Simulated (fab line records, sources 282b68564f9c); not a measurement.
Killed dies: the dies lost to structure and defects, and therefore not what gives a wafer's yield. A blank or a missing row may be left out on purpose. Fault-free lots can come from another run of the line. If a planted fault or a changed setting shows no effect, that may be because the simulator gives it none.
Which tool did it? + flow ritCmos + 14 lots, 42 wafers sampled, at 1 step of a route of 202

WHAT EACH GAUGE READ, for each wafer
The record lacks any reading of a measuring or inspecting step that a usual standard deviation could be used to judge.

TOOL THAT RAN EACH LOT (tool first, then ch and the chambers of the sampled wafers, then the start)
| lot  | RIT_SILICIDE_RTA_06            |
|------|--------------------------------|
| L161 | rtpAnneal-01 ch 0, day 3 04:48 |
| L162 | rtpAnneal-02 ch 0, day 3 07:38 |
| L163 | rtpAnneal-01, day 3 13:16      |
| L164 | rtpAnneal-02, day 3 19:18      |
| L172 | rtpAnneal-02 ch 0, day 5 10:40 |
| L173 | rtpAnneal-01 ch 0, day 5 15:48 |
| L174 | rtpAnneal-02 ch 0, day 5 20:31 |
| L175 | rtpAnneal-01 ch 0, day 6 01:11 |
| L177 | rtpAnneal-01 ch 0, day 6 12:50 |
| L179 | rtpAnneal-01 ch 0, day 6 21:14 |
| L180 | rtpAnneal-02 ch 0, day 7 05:25 |
| L182 | rtpAnneal-02 ch 0, day 7 11:50 |
| L183 | rtpAnneal-01 ch 0, day 7 17:08 |
| L184 | rtpAnneal-02 ch 0, day 7 21:02 |
- RIT_SILICIDE_RTA_06: time 10 s, ramp up 5 s, ramp down 10 s.

AS READ BY THE TOOLS THEMSELVES (means over the sampled wafers that have a number; for cases with no such wafer, the mark the record gives instead)
RIT_SILICIDE_RTA_06.
| lot  | tool         | annealTempCMax | chamberO2Ppm | wafer_temp_C_max |
|------|--------------|----------------|--------------|------------------|
| L161 | rtpAnneal-01 | 752.9          | 1.972        | 752.3            |
| L162 | rtpAnneal-02 | 752.2          | 2.008        | 752.7            |
| L163 | rtpAnneal-01 | -              | -            | -                |
| L164 | rtpAnneal-02 | -              | -            | -                |
| L172 | rtpAnneal-02 | 752.8          | 1.985        | 753.5            |
| L173 | rtpAnneal-01 | 752.5          | 1.988        | 751.6            |
| L174 | rtpAnneal-02 | 752.0          | 1.977        | 752.7            |
| L175 | rtpAnneal-01 | 752.3          | 2.015        | 753.1            |
| L177 | rtpAnneal-01 | 752.6          | 1.999        | 752.0            |
| L179 | rtpAnneal-01 | 753.0          | 2.011        | 752.6            |
| L180 | rtpAnneal-02 | 752.2          | 2.008        | 752.5            |
| L182 | rtpAnneal-02 | 752.0          | 1.996        | 752.8            |
| L183 | rtpAnneal-01 | 752.5          | 2.016        | 752.7            |
| L184 | rtpAnneal-02 | 751.8          | 2.018        | 752.9            |

THE ANSWER, worked out from the rows above alone
Rule: usual is defined by the lots themselves. Put in order of their means at a reading, lots are off if they are a third of the lots or fewer, leave a main group of 4 or more, and stand apart from it by a gap of 3 or more times the standard deviation of the main group's means; of several such gaps the widest counts. The tables above print the reading to a certain number of digits; a main group whose means all agree to those digits is not used. Also off: a lot with no number at a reading for which 4 or more lots have one. The other lots that the step has rows for count as sound. First the gauges in route order, then the tools' own readings, where a lot's mean is used as printed above. The first step at which some lot is off is used, and at that step the reading that is off furthest; a lot without a number counts as furthest.
Off: L163, L164 (RIT_SILICIDE_RTA_06, annealTempCMax). Without a number there: L163, L164. The main group has a mean of 752.4 with a standard deviation of 0.37.
A tool fits if, at that step or a process step before it, it ran every lot that is off, and no sound lot after the first of them. None of those tried fits.

WHAT THE SIMULATOR HAD INSERTED
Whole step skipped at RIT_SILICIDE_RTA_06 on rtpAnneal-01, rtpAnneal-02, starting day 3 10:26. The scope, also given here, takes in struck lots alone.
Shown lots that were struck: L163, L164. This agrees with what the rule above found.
